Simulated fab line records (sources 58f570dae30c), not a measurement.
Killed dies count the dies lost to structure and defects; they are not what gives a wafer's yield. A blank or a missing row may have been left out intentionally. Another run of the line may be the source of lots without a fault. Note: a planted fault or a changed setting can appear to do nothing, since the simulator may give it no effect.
fab line records    flow berkeley-cmos170
record lots=14  wafers=42  last-day=13
route steps=331 shown PWELL@40 FIELD@91 PLDD@155 NLDD@168
lots that met no fault: taken from a fault-free run of the same line
start-h: hours from the record's first day to the start of the lot's first wafer shown    wait-h: hours elapsed since this lot's preceding step    " as in the row above    L1.1+2: a row that stands for several wafers    - either no value or no given start    * or withheld: withheld    < > ~ a bound
route shown NAME@n: a module of which the file shows steps, and the number in the route of the first    usual: average and standard deviation across the fault-free wafers    same: alike in all rows    chamber/n: place in a boat    sites: each site's reading    _std_site: how widely they spread, as a standard deviation    _edge_site: inner sites' mean taken away from outer sites' mean    radius-mm: how far each site lies from the wafer's centre    mask NAME#n: copy n    behind: the tool/chamber that last shaped the wafer    hold: reason for holding the lot/hours on hold/outcome of the hold    device: transistor that didn't switch, given as n, p or np    end of line: tests of these same wafers at the route's end    step lacking rows: just its recipe    killed: the dies lost at the first sort to structure and to defects; this is not the yield of the wafer    map: the dies of a wafer, with x for killed, . for not killed, _ for no die there
set.NAME: the setting that was run; set.NAME@STEP: the one run at that earlier step    model.NAME: the simulator's own value behind a step, which no gauge read
the route's steps for a sample of lots (tables are steps, rows are wafers)
services: when a tool's chamber went out of use (start-h, in hours from the record's first day, below 0 if earlier), for how many hours, and the reason
## steps
# step UCB170_PWELL_THK_MEAS_06
# recipe reads=Si3N4_of_PWELL_CVD_05
# usual PWELL_NITRIDE_THK=220.1/2.1
lot.wafer  tool           chamber  start-h  wait-h  PWELL_NITRIDE_THK[nm]
L537.2     film-metro-01  -        51.89    0.0     220.4
L537.4     "              -        "        "       217.9
L537.6     "              -        "        "       219.3
L539.2     film-metro-01  -        64.10    0.0     225.6
L539.4     "              -        "        "       223.5
L539.5     "              -        "        "       225.3
L540.1     film-metro-03  -        71.21    0.0     219.6
L540.4     "              -        "        "       218.8
L540.5     "              -        "        "       217.3
L541.3     film-metro-01  -        71.23    0.0     222.4
L541.5     "              -        "        "       219.9
L541.6     "              -        "        "       220.0
L542.2     film-metro-04  -        84.20    0.0     221.3
L542.3     "              -        "        "       221.4
L542.6     "              -        "        "       222.4
L551.2     film-metro-01  -        121.71   0.1     216.9
L551.3     "              -        "        "       221.0
L551.5     "              -        "        "       219.0
L553.3     film-metro-04  -        141.39   0.0     221.5
L553.4     "              -        "        "       220.9
L553.6     "              -        "        "       221.6
L554.3     film-metro-03  -        141.39   0.0     222.7
L554.4     "              -        "        "       220.6
L554.6     "              -        "        "       223.7
L555.4     film-metro-01  -        141.40   0.0     223.0
L555.5     "              -        "        "       222.2
L555.6     "              -        "        "       222.1
L556.1     film-metro-01  -        149.04   0.0     222.0
L556.3     "              -        "        "       220.2
L556.4     "              -        "        "       221.1
L557.1     film-metro-01  -        159.80   0.0     218.1
L557.3     "              -        "        "       220.7
L557.5     "              -        "        "       218.5
L558.1     film-metro-04  -        159.80   0.0     219.0
L558.4     "              -        "        "       218.2
L558.6     "              -        "        "       217.7
L559.2     film-metro-01  -        159.87   0.1     216.4
L559.5     "              -        "        "       218.4
L559.6     "              -        "        "       216.7
L560.3     film-metro-04  -        170.69   0.0     217.2
L560.5     "              -        "        "       216.0
L560.6     "              -        "        "       215.7
# step UCB170_PWELL_OVL_MEAS_13
# usual PWELL_OVL=2/5.3
lot.wafer  tool        chamber  start-h  wait-h  PWELL_OVL[nm]
L537.2     overlay-02  -        54.90    -       1
L537.4     "           -        "        "       1
L537.6     "           -        "        "       1
L539.2     overlay-01  -        65.60    -       12
L539.4     "           -        "        "       3
L539.5     "           -        "        "       9
L540.1     overlay-02  -        72.60    -       2
L540.4     "           -        "        "       2
L540.5     "           -        "        "       -2
L541.3     overlay-01  -        72.72    -       0
L541.5     "           -        "        "       1
L541.6     "           -        "        "       5
L542.2     overlay-02  -        85.22    -       11
L542.3     "           -        "        "       3
L542.6     "           -        "        "       6
L551.2     overlay-02  -        123.77   -       -8
L551.3     "           -        "        "       -2
L551.5     "           -        "        "       2
L554.3     overlay-02  -        142.28   -       1
L554.4     "           -        "        "       3
L554.6     "           -        "        "       6
L555.4     overlay-01  -        142.53   -       8
L555.5     "           -        "        "       7
L555.6     "           -        "        "       7
L553.3     overlay-02  -        142.77   -       1
L553.4     "           -        "        "       -2
L553.6     "           -        "        "       6
L556.1     overlay-01  -        150.27   -       5
L556.3     "           -        "        "       -5
L556.4     "           -        "        "       1
L557.1     overlay-01  -        161.73   -       0
L557.3     "           -        "        "       0
L557.5     "           -        "        "       0
L558.1     overlay-02  -        162.03   -       3
L558.4     "           -        "        "       11
L558.6     "           -        "        "       13
L559.2     overlay-02  -        162.67   -       -1
L559.5     "           -        "        "       2
L559.6     "           -        "        "       -9
L560.3     overlay-02  -        172.03   -       4
L560.5     "           -        "        "       6
L560.6     "           -        "        "       -8
# step UCB170_FIELD_THK_MEAS_02
# recipe reads=SiO2_of_FIELD_OXIDATION_01
# usual FIELD_OXIDE_THK=554/9.3
lot.wafer  tool           chamber  start-h  wait-h  FIELD_OXIDE_THK[nm]
L537.2     film-metro-01  -        108.07   0.1     550
L537.4     "              -        "        "       545
L537.6     "              -        "        "       546
L539.2     film-metro-04  -        116.63   0.0     563
L539.4     "              -        "        "       551
L539.5     "              -        "        "       564
L540.1     film-metro-03  -        121.98   0.0     548
L540.4     "              -        "        "       550
L540.5     "              -        "        "       550
L541.3     film-metro-04  -        122.00   0.0     543
L541.5     "              -        "        "       529
L541.6     "              -        "        "       532
L542.2     film-metro-04  -        134.71   0.0     554
L542.3     "              -        "        "       559
L542.6     "              -        "        "       555
L551.2     film-metro-04  -        169.83   0.0     543
L551.3     "              -        "        "       538
L551.5     "              -        "        "       546
L555.4     film-metro-01  -        188.36   0.0     554
L555.5     "              -        "        "       552
L555.6     "              -        "        "       556
L554.3     film-metro-04  -        188.40   0.1     551
L554.4     "              -        "        "       545
L554.6     "              -        "        "       554
L553.3     film-metro-01  -        188.41   0.1     557
L553.4     "              -        "        "       551
L553.6     "              -        "        "       558
L556.1     film-metro-04  -        195.70   0.0     557
L556.3     "              -        "        "       556
L556.4     "              -        "        "       551
L558.1     film-metro-04  -        205.80   0.0     558
L558.4     "              -        "        "       563
L558.6     "              -        "        "       564
L559.2     film-metro-01  -        205.81   0.0     541
L559.5     "              -        "        "       551
L559.6     "              -        "        "       555
L557.1     film-metro-04  -        205.86   0.1     560
L557.3     "              -        "        "       556
L557.5     "              -        "        "       560
L560.3     film-metro-03  -        215.35   0.0     555
L560.5     "              -        "        "       552
L560.6     "              -        "        "       566
# step UCB170_PLDD_STRIP_10
# recipe chemistry=O2  power-w=400  pressure-mtorr=3500  platen-temp-c=withheld  o2-flow-sccm=400  overash-fraction=0.5
# usual chamber-pressure-mTorr=3500/3.1  drypump-motor-current-A=5.74/0.28  oes-product-au=0.734/0.0048  strip-time-to-endpoint-s=21.63/0.053
lot.wafer  tool             chamber  start-h  wait-h  chamber-pressure-mTorr  drypump-motor-current-A  oes-product-au  rf-hours-counter-h  strip-time-to-endpoint-s
L537.2     plasma-asher-01  0        152.77   0.1     3500                    6.10                     0.726           46                  21.71
L537.4     "                0        "        "       3504                    6.09                     0.736           -                   21.72
L537.6     "                1        "        "       3498                    5.58                     0.745           -                   21.62
L540.1     plasma-asher-01  1        165.72   0.1     3499                    5.55                     0.733           48                  21.59
L540.4     "                1        "        "       3503                    5.59                     0.729           -                   21.52
L540.5     "                0        "        "       3497                    6.11                     0.731           -                   21.52
L539.2     plasma-asher-02  1        165.96   0.1     3503                    5.99                     0.732           39                  21.63
L539.4     "                0        "        "       3501                    5.60                     0.738           -                   21.71
L539.5     "                0        "        "       3494                    5.61                     0.735           -                   21.65
L541.3     plasma-asher-03  1        166.24   0.1     -                       -                        -               -                   -
L541.5     "                1        "        "       -                       -                        -               -                   -
L541.6     "                0        "        "       -                       -                        -               -                   -
L542.2     plasma-asher-03  0        180.88   0.1     -                       -                        -               -                   -
L542.3     "                0        "        "       -                       -                        -               -                   -
L542.6     "                0        "        "       -                       -                        -               -                   -
L551.2     plasma-asher-02  1        218.21   0.1     3497                    6.01                     0.741           46                  21.71
L551.3     "                1        "        "       3499                    6.02                     0.741           -                   21.75
L551.5     "                1        "        "       3500                    6.03                     0.733           -                   21.69
L555.4     plasma-asher-03  0        231.13   0.1     3504                    5.29                     0.734           -                   21.58
L555.5     "                0        "        "       3496                    5.31                     0.736           -                   21.67
L555.6     "                1        "        "       3504                    5.85                     0.735           -                   21.66
L553.3     plasma-asher-03  0        231.40   0.1     3497                    5.34                     0.731           -                   21.64
L553.4     "                1        "        "       3500                    5.85                     0.728           -                   21.64
L553.6     "                1        "        "       3498                    5.88                     0.734           -                   21.63
L554.3     plasma-asher-03  1        231.69   0.1     3498                    5.87                     0.733           -                   21.60
L554.4     "                0        "        "       3504                    5.28                     0.730           -                   21.65
L554.6     "                1        "        "       3499                    5.84                     0.738           -                   21.63
L556.1     plasma-asher-03  0        239.35   0.1     3499                    5.33                     0.744           12                  21.63
L556.3     "                0        "        "       3498                    5.31                     0.740           -                   21.62
L556.4     "                1        "        "       3501                    5.84                     0.737           -                   21.62
L557.1     plasma-asher-02  0        253.63   0.1     3493                    5.58                     0.731           51                  21.57
L557.3     "                1        "        "       3500                    6.05                     0.739           -                   21.59
L557.5     "                0        "        "       3496                    5.62                     0.733           -                   21.63
L558.1     plasma-asher-02  0        254.02   0.1     3495                    5.62                     0.741           51                  21.58
L558.4     "                1        "        "       3501                    6.05                     0.728           -                   21.58
L558.6     "                0        "        "       3500                    5.62                     0.733           -                   21.56
L559.2     plasma-asher-02  1        254.34   0.1     3499                    6.03                     0.735           51                  21.66
L559.5     "                1        "        "       3499                    6.06                     0.721           -                   21.58
L559.6     "                0        "        "       3502                    5.61                     0.737           -                   21.62
L560.3     plasma-asher-02  1        261.05   0.1     3493                    6.02                     0.728           -                   21.66
L560.5     "                0        "        "       3496                    5.62                     0.742           -                   21.66
L560.6     "                1        "        "       3501                    5.99                     0.733           -                   21.60
# step UCB170_NLDD_STRIP_10
# recipe chemistry=O2  power-w=400  pressure-mtorr=3500  platen-temp-c=withheld  o2-flow-sccm=400  overash-fraction=0.5
# usual chamber-pressure-mTorr=3500.1/2.9  drypump-motor-current-A=5.57/0.29  oes-product-au=0.734/0.0043  strip-time-to-endpoint-s=21.64/0.071
lot.wafer  tool             chamber  start-h  wait-h  chamber-pressure-mTorr  drypump-motor-current-A  oes-product-au  rf-hours-counter-h  strip-time-to-endpoint-s
L537.2     plasma-asher-04  0        154.74   0.1     3502.2                  5.25                     0.733           36                  21.56
L537.4     "                0        "        "       3501.1                  5.25                     0.738           -                   21.61
L537.6     "                1        "        "       3493.4                  5.46                     0.730           -                   21.58
L540.1     plasma-asher-04  0        168.08   0.1     3498.0                  5.28                     0.733           37                  21.68
L540.4     "                1        "        "       3501.1                  5.45                     0.745           -                   21.64
L540.5     "                0        "        "       3503.4                  5.29                     0.735           -                   21.68
L539.2     plasma-asher-02  1        169.20   0.1     3493.4                  6.03                     0.727           40                  21.68
L539.4     "                1        "        "       3498.7                  6.04                     0.734           -                   21.73
L539.5     "                0        "        "       3504.5                  5.61                     0.729           -                   21.67
L541.3     plasma-asher-01  0        169.39   0.1     3504.4                  6.14                     0.737           -                   47.86
L541.5     "                1        "        "       3500.1                  5.58                     0.735           -                   47.75
L541.6     "                0        "        "       3503.5                  6.11                     0.733           -                   47.77
L542.2     plasma-asher-02  1        183.07   0.1     3497.0                  6.03                     0.735           41                  47.85
L542.3     "                0        "        "       3500.8                  5.61                     0.743           -                   47.82
L542.6     "                0        "        "       3497.6                  5.62                     0.737           -                   47.73
L551.2     plasma-asher-04  1        220.84   0.1     3501.5                  5.44                     0.734           43                  21.62
L551.3     "                1        "        "       3503.9                  5.45                     0.733           -                   21.67
L551.5     "                0        "        "       3501.1                  5.25                     0.734           -                   21.68
L555.4     plasma-asher-04  0        233.08   0.1     3499.5                  5.24                     0.728           -                   21.62
L555.5     "                0        "        "       3502.2                  5.29                     0.737           -                   21.53
L555.6     "                1        "        "       3495.2                  5.47                     0.736           -                   21.57
L553.3     plasma-asher-02  1        233.36   0.1     3500.6                  5.97                     0.726           -                   21.71
L553.4     "                0        "        "       3496.1                  5.62                     0.735           -                   21.71
L553.6     "                1        "        "       3498.6                  6.04                     0.730           -                   21.64
L554.3     plasma-asher-04  0        233.69   0.1     3500.2                  5.29                     0.736           -                   21.74
L554.4     "                1        "        "       3497.4                  5.47                     0.732           -                   21.65
L554.6     "                1        "        "       3497.3                  5.49                     0.730           -                   21.62
L556.1     plasma-asher-02  0        241.28   0.1     3501.9                  5.61                     0.736           49                  21.62
L556.3     "                0        "        "       3499.4                  5.60                     0.731           -                   21.47
L556.4     "                1        "        "       3504.9                  6.00                     0.738           -                   21.55
L557.1     plasma-asher-02  1        255.41   0.1     3500.2                  5.98                     0.731           51                  21.59
L557.3     "                0        "        "       3500.0                  5.60                     0.734           -                   21.61
L557.5     "                1        "        "       3503.8                  6.05                     0.733           -                   21.62
L558.1     plasma-asher-02  0        255.79   0.1     3496.0                  5.59                     0.725           51                  21.55
L558.4     "                1        "        "       3496.2                  6.04                     0.740           -                   21.57
L558.6     "                1        "        "       3504.5                  6.01                     0.729           -                   21.53
L559.2     plasma-asher-02  0        256.12   0.1     3499.1                  5.63                     0.733           52                  21.68
L559.5     "                0        "        "       3495.5                  5.62                     0.733           -                   21.62
L559.6     "                1        "        "       3498.3                  6.06                     0.736           -                   21.68
L560.3     plasma-asher-04  0        263.43   0.1     3495.9                  5.20                     0.731           -                   21.70
L560.5     "                0        "        "       3501.8                  5.25                     0.736           -                   21.66
L560.6     "                1        "        "       3501.2                  5.48                     0.741           -                   21.67
# step UCB170_NLDD_TW_MEAS_11
# usual NLDD_TW=2211/20
lot.wafer  tool           chamber  start-h  wait-h  NLDD_TW
L537.2     film-metro-02  -        154.94   0.2     2245
L537.4     "              -        "        "       2253
L537.6     "              -        "        "       2248
L540.1     film-metro-04  -        168.18   0.1     2193
L540.4     "              -        "        "       2200
L540.5     "              -        "        "       2209
L539.2     film-metro-04  -        169.31   0.1     2186
L539.4     "              -        "        "       2189
L539.5     "              -        "        "       2199
L541.3     film-metro-02  -        169.48   0.1     30
L541.5     "              -        "        "       30
L541.6     "              -        "        "       30
L542.2     film-metro-02  -        183.18   0.1     30
L542.3     "              -        "        "       30
L542.6     "              -        "        "       30
L551.2     film-metro-02  -        220.95   0.1     2228
L551.3     "              -        "        "       2232
L551.5     "              -        "        "       2233
L555.4     film-metro-02  -        233.18   0.1     2231
L555.5     "              -        "        "       2224
L555.6     "              -        "        "       2215
L553.3     film-metro-04  -        233.45   0.1     2186
L553.4     "              -        "        "       2175
L553.6     "              -        "        "       2200
L554.3     film-metro-04  -        233.77   0.1     2183
L554.4     "              -        "        "       2185
L554.6     "              -        "        "       2183
L556.1     film-metro-02  -        241.38   0.1     2226
L556.3     "              -        "        "       2218
L556.4     "              -        "        "       2227
L557.1     film-metro-04  -        255.51   0.1     2180
L557.3     "              -        "        "       2176
L557.5     "              -        "        "       2185
L558.1     film-metro-03  -        255.89   0.1     2202
L558.4     "              -        "        "       2203
L558.6     "              -        "        "       2205
L559.2     film-metro-03  -        256.23   0.1     2213
L559.5     "              -        "        "       2197
L559.6     "              -        "        "       2196
L560.3     film-metro-03  -        263.51   0.1     2204
L560.5     "              -        "        "       2211
L560.6     "              -        "        "       2204
## services
tool             chamber  start-h  hours  kind
plasma-asher-03  -        144.94   14.2   repair
plasma-asher-03  -        199.55   2.8    pm
plasma-asher-01  -        207.68   1.2    repair
plasma-asher-04  -        209.06   5.4    repair
## key
first-sign step=UCB170_PLDD_STRIP_10  reading=tool-record  direction=missing
effect step=UCB170_NLDD_STRIP_10  reading=strip-time-to-endpoint-s  direction=up  sigmas=99+  usual=*  struck=*
effect step=UCB170_NLDD_TW_MEAS_11  reading=NLDD_TW  direction=down  sigmas=99+  usual=2211  struck=30
met-at UCB170_PLDD_STRIP_10
struck-lots L541,L542
sort-left-out L541.3,L541.5,L541.6,L542.2,L542.3,L542.6
tester-left-out L541,L542
not-acting-at UCB170_PWELL_THK_MEAS_06,UCB170_PWELL_OVL_MEAS_13,UCB170_FIELD_THK_MEAS_02
fault kind=skipped-step-whole  tool=plasma-asher-03  chamber=-  onset-h=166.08  steps=UCB170_PLDD_STRIP_10  scope=struck-lots-only
# tester-left-out: of these lots the tester's yield and bins aren't shown, on N5 and GAA mostly nor the transistor test; their killed dies are dies lost to structure and defects alone, not to doping, threshold or leakage, so they don't give the yield
# sort-left-out: the simulated sort isn't trusted on such a fault, so these wafers' sort isn't shown, and their yield isn't known
